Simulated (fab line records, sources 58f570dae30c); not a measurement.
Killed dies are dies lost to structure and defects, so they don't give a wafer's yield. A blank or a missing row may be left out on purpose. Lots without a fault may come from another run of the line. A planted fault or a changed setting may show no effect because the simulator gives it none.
Which tool did it? | flow berkeley_cmos170 | 15 lots, 45 wafers sampled, at 4 steps of a route of 331

WHAT THE GAUGES READ, wafer by wafer
UCB170_V2_THK_MEAS_04. Usual: V2_POLISHED_THK 999.9 nm, standard deviation 1.
lot  | measured     | on            | V2_POLISHED_THK (nm) | flag
L435 | day 8 01:36  | film_metro-03 | 999.6 999.5 1000.1   |
L436 | day 8 09:46  | film_metro-03 | 1000.5 998.6 1000.0  |
L437 | day 8 11:10  | film_metro-04 | 1000.3 1000.0 999.7  |
L438 | day 8 12:14  | film_metro-04 | 998.1 1000.4 999.8   |
L439 | day 8 12:37  | film_metro-03 | 1001.5 1001.9 1003.0 |
L440 | day 9 08:55  | film_metro-01 | 1000.1 1000.6 998.7  |
L442 | day 9 18:28  | film_metro-03 | 1000.9 999.4 1000.0  |
L441 | day 9 18:36  | film_metro-01 | 999.5 998.4 1000.7   |
L457 | day 12 06:05 | film_metro-04 | 1000.8 999.9 1000.1  |
L456 | day 12 05:49 | film_metro-03 | 999.1 999.4 999.2    |
L455 | day 12 06:07 | film_metro-03 | 998.0 1000.6 999.1   |
L458 | day 12 23:07 | film_metro-04 | 1002.4 1000.3 1000.4 |

WHICH TOOL RAN EACH LOT (tool, then ch and the chambers of the sampled wafers, then the start)
lot  | UCB170_CONTACT_ETCH_18                        | UCB170_M2_SOFTBAKE_11                        | UCB170_M2_EXPOSE_12
L435 | rie_diel-04 ch 0,1,3, day 7 23:53 or earlier  | litho_track-02 ch 0, day 7 23:53 or earlier  | krf_scanner-02 ch 0, day 7 23:53
L436 | rie_diel-04 ch 1,2,3, day 8 07:49 or earlier  | litho_track-03 ch 0, day 8 07:49 or earlier  | krf_scanner-02 ch 0, day 8 07:49
L437 | rie_diel-02 ch 0,1,2, day 8 08:43 or earlier  | litho_track-02 ch 0, day 8 08:43 or earlier  | krf_scanner-02 ch 0, day 8 08:43
L438 | rie_diel-02 ch 0,1,2, day 8 10:14 or earlier  | litho_track-03 ch 0, day 8 10:14 or earlier  | krf_scanner-02 ch 0, day 8 10:14
L439 | rie_diel-04 ch 0,3, day 8 10:30 or earlier    | litho_track-02 ch 0, day 8 10:30 or earlier  | krf_scanner-01 ch 0, day 8 10:30
L440 | rie_diel-02 ch 0,2, day 9 07:18 or earlier    | litho_track-02 ch 0, day 9 07:18 or earlier  | krf_scanner-02 ch 0, day 9 07:18
L442 | rie_diel-01 ch 0,1,2, day 9 16:21 or earlier  | litho_track-01 ch 0, day 9 16:21 or earlier  | krf_scanner-01 ch 0, day 9 16:21
L441 | rie_diel-02 ch 0,1,3, day 9 16:40 or earlier  | litho_track-02 ch 0, day 9 16:40 or earlier  | krf_scanner-01 ch 0, day 9 16:40
L446 | rie_diel-04 ch 0,3, day 10 13:56 or earlier   | litho_track-03 ch 0, day 10 13:56 or earlier | krf_scanner-02, day 10 13:56
L450 | rie_diel-01 ch 0,1,3, day 11 02:21 or earlier | litho_track-03 ch 0, day 11 02:21 or earlier | krf_scanner-01, day 11 02:21
L452 | rie_diel-02 ch 0,3, day 11 14:12 or earlier   | litho_track-01 ch 0, day 11 14:12 or earlier | krf_scanner-02, day 11 14:12
L457 | rie_diel-02 ch 0,1, day 12 03:44 or earlier   | litho_track-03 ch 0, day 12 03:44 or earlier | krf_scanner-02 ch 0, day 12 03:44
L456 | rie_diel-04 ch 0,1,2, day 12 03:30 or earlier | litho_track-01 ch 0, day 12 03:30 or earlier | krf_scanner-01 ch 0, day 12 03:30
L455 | rie_diel-02 ch 0,2,3, day 12 04:07 or earlier | litho_track-02 ch 0, day 12 04:07 or earlier | krf_scanner-02 ch 0, day 12 04:07
L458 | rie_diel-02 ch 0,1,2, day 12 21:29 or earlier | litho_track-02 ch 0, day 12 21:29 or earlier | krf_scanner-02 ch 0, day 12 21:29
- UCB170_CONTACT_ETCH_18: etches PSG in CHF3/CF4/Ar, stops on TiSi2, target depth 840 nm, time 195 s.
- UCB170_M2_SOFTBAKE_11: time 61.11 s.
- UCB170_M2_EXPOSE_12: exposes mask METAL2, target cd 700 nm.

WHAT THE TOOLS THEMSELVES READ (means of the sampled wafers that have a number; where no wafer has one, the mark that the record gives instead)
UCB170_CONTACT_ETCH_18. Usual: drypump_motor_current_A 5.6 A, standard deviation 0.49; oes_product_au 0.893 a.u., standard deviation 0.012; throttle_valve_pct 6.89 %, standard deviation 0.12.
lot  | tool        | drypump_motor_current_A (A) | oes_product_au (a.u.) | throttle_valve_pct (%) | flag
L435 | rie_diel-04 | 5.8                         | 0.884                 | 6.95                   |
L436 | rie_diel-04 | 5.3                         | 0.888                 | 6.87                   |
L437 | rie_diel-02 | 5.3                         | 0.895                 | 6.87                   |
L438 | rie_diel-02 | 5.4                         | 0.895                 | 6.86                   |
L439 | rie_diel-04 | 6.3                         | 0.900                 | 6.98                   |
L440 | rie_diel-02 | 5.3                         | 0.893                 | 6.79                   |
L442 | rie_diel-01 | 5.9                         | 0.890                 | 6.87                   |
L441 | rie_diel-02 | 5.5                         | 0.898                 | 6.97                   |
L446 | rie_diel-04 | 6.3                         | 0.898                 | 6.98                   |
L450 | rie_diel-01 | 5.5                         | 0.883                 | 6.84                   |
L452 | rie_diel-02 | 5.2                         | 0.895                 | 6.97                   |
L457 | rie_diel-02 | 5.4                         | 0.898                 | 6.93                   |
L456 | rie_diel-04 | 5.8                         | 0.887                 | 6.90                   |
L455 | rie_diel-02 | 5.4                         | 0.894                 | 6.91                   |
L458 | rie_diel-02 | 5.3                         | 0.911                 | 6.87                   |

UCB170_M2_SOFTBAKE_11. Usual: heater_power_total_W 56.71 W, standard deviation 0.045; plate_sensor_t_centre_C 131.41 C, standard deviation 0.01; plate_sensor_t_edge_C 131.53 C, standard deviation 0.0091; softbake_temp_c 129.96 C, standard deviation 0.12.
lot  | tool           | heater_power_total_W (W) | plate_sensor_t_centre_C (C) | plate_sensor_t_edge_C (C) | softbake_temp_c (C) | flag
L435 | litho_track-02 | 56.70                    | 131.41                      | 131.53                    | 130.06              |
L436 | litho_track-03 | 56.70                    | 131.41                      | 131.52                    | 130.01              |
L437 | litho_track-02 | 56.72                    | 131.41                      | 131.53                    | 129.89              |
L438 | litho_track-03 | 56.74                    | 131.40                      | 131.53                    | 130.05              |
L439 | litho_track-02 | 56.72                    | 131.42                      | 131.53                    | 129.90              |
L440 | litho_track-02 | 56.70                    | 131.41                      | 131.53                    | 129.89              |
L442 | litho_track-01 | 56.67                    | 131.41                      | 131.53                    | 130.01              |
L441 | litho_track-02 | 56.71                    | 131.40                      | 131.53                    | 129.96              |
L446 | litho_track-03 | 56.68                    | 131.42                      | 131.53                    | 130.11              |
L450 | litho_track-03 | 56.72                    | 131.40                      | 131.54                    | 130.07              |
L452 | litho_track-01 | 56.71                    | 131.41                      | 131.54                    | 129.86              |
L457 | litho_track-03 | 56.70                    | 131.41                      | 131.54                    | 129.97              |
L456 | litho_track-01 | 56.74                    | 131.42                      | 131.54                    | 130.03              |
L455 | litho_track-02 | 56.73                    | 131.40                      | 131.53                    | 130.05              |
L458 | litho_track-02 | 56.72                    | 131.41                      | 131.53                    | 129.87              |

UCB170_M2_EXPOSE_12. Usual: exposure_dose_mJ_cm2 25.975, standard deviation 0.026; focus_offset_nm 0.0 nm, standard deviation 0.51.
lot  | tool           | exposure_dose_mJ_cm2 | focus_offset_nm (nm) | flag
L435 | krf_scanner-02 | 25.991               | -0.2                 |
L436 | krf_scanner-02 | 25.953               | -0.3                 |
L437 | krf_scanner-02 | 26.015               | 0.2                  |
L438 | krf_scanner-02 | 25.998               | -0.2                 |
L439 | krf_scanner-01 | 25.973               | 0.0                  |
L440 | krf_scanner-02 | 25.983               | -0.2                 |
L442 | krf_scanner-01 | 25.994               | -0.0                 |
L441 | krf_scanner-01 | 25.961               | 0.1                  |
L446 | krf_scanner-02 | -                    | -                    | OFF
L450 | krf_scanner-01 | -                    | -                    | OFF
L452 | krf_scanner-02 | -                    | -                    | OFF
L457 | krf_scanner-02 | 25.984               | -0.7                 |
L456 | krf_scanner-01 | 25.984               | 0.6                  |
L455 | krf_scanner-02 | 25.994               | -0.2                 |
L458 | krf_scanner-02 | 25.949               | -0.5                 |

THE ANSWER, worked out from the rows above alone
Rule: a lot is off if the mean of its wafers that have a number lies more than 3 standard deviations from the usual mean. A lot without any number at a reading at which 4 lots or more have one is off too. The other lots that the step has rows for count as sound. The gauges are gone through in route order, then the tools' own readings, and for those a lot's mean is taken as printed above. The first step at which some lot is off is used, and at that step the reading that is off furthest; a lot without a number counts as furthest.
Off: L446, L450, L452, at UCB170_M2_EXPOSE_12 (exposure_dose_mJ_cm2). Without a number there: L446, L450, L452.
A tool fits if, at that step or a process step before it, it ran every lot that is off, and no sound lot after the first of them. UCB170_CONTACT_ETCH_18 gives no start for some lots, so the hours and the order of its lots are those of UCB170_M2_EXPOSE_12. UCB170_M2_SOFTBAKE_11 gives no start for some lots, so the hours and the order of its lots are those of UCB170_M2_EXPOSE_12. None of those tried fits.

WHAT THE SIMULATOR HAD PUT IN
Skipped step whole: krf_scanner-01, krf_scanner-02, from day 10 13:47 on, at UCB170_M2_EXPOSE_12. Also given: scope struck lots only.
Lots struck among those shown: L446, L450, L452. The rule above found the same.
